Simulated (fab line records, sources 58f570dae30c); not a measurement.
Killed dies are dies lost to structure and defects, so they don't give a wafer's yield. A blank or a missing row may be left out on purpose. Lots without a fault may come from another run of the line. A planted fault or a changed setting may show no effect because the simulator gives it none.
Split-lot experiment | flow berkeley_cmos170 | 5 lots, 14 wafers read, on a route of 331 steps

THE SPLIT
At UCB170_CONTACT_CVD_01 (deposits PSG from SiH4/O2/PH3, target thk 700 nm, time 2820 s), the setting ph3_flow_sccm was moved away from the recipe's 25 sccm on 11 of the 14 wafers read, by -8.0% to +14.0%. The other wafers ran this setting at the recipe's value.

The reading is taken at the split's own step.

THE READING
PSG_of_CONTACT_CVD_01.thk_nm (the simulator's own value, which no gauge read), in nm, at UCB170_CONTACT_CVD_01 (deposits PSG from SiH4/O2/PH3, target thk 700 nm, time 2820 s). The file gives no usual value for it. The 3 wafers here that ran the recipe average 704.3 nm, standard deviation 0.66 nm.

wafer  | tool, chamber at the split | ph3_flow_sccm as run, sccm | against the recipe | PSG_of_CONTACT_CVD_01.thk_nm, nm | against lot-mates on the recipe
L079.1 | -, -                       | 28.51                      | +14.0%             | 724.9                            | no lot-mate on the recipe
L079.2 | -, -                       | 28.51                      | +14.0%             | 728.5                            | no lot-mate on the recipe
L079.4 | -, -                       | 28.51                      | +14.0%             | 728.7                            | no lot-mate on the recipe
L079.5 | -, -                       | 28.51                      | +14.0%             | 729.5                            | no lot-mate on the recipe
L079.6 | -, -                       | 28.51                      | +14.0%             | 725.7                            | no lot-mate on the recipe
L080.1 | -, -                       | 23                         | -8.0%              | 702.8                            | no lot-mate on the recipe
L080.3 | -, -                       | 23                         | -8.0%              | 705                              | no lot-mate on the recipe
L081.2 | -, -                       | 24.04                      | -3.8%              | 717.8                            | no lot-mate on the recipe
L081.4 | -, -                       | 24.04                      | -3.8%              | 713.2                            | no lot-mate on the recipe
L083.3 | lpcvd-02, 1                | 25                         | recipe             | 704.2                            | -
L083.5 | lpcvd-02, 1                | 25                         | recipe             | 703.6                            | -
L083.6 | lpcvd-02, 1                | 25                         | recipe             | 705.2                            | -
L085.4 | -, -                       | 27.04                      | +8.2%              | 718.3                            | no lot-mate on the recipe
L085.6 | -, -                       | 27.04                      | +8.2%              | 716                              | no lot-mate on the recipe

THE FIT
A straight line over all 14 wafers: PSG_of_CONTACT_CVD_01.thk_nm changes by +1.03 nm for each +1% of ph3_flow_sccm; r = +0.87; the points scatter about the line by 5.3 nm.
Too few moved wafers have a lot-mate on the recipe to fit a line with each lot's own level taken away.

THE FILE'S OWN FIT
PSG_of_CONTACT_CVD_01.thk_nm changes by +1.03 nm for each +1% of ph3_flow_sccm, r = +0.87.
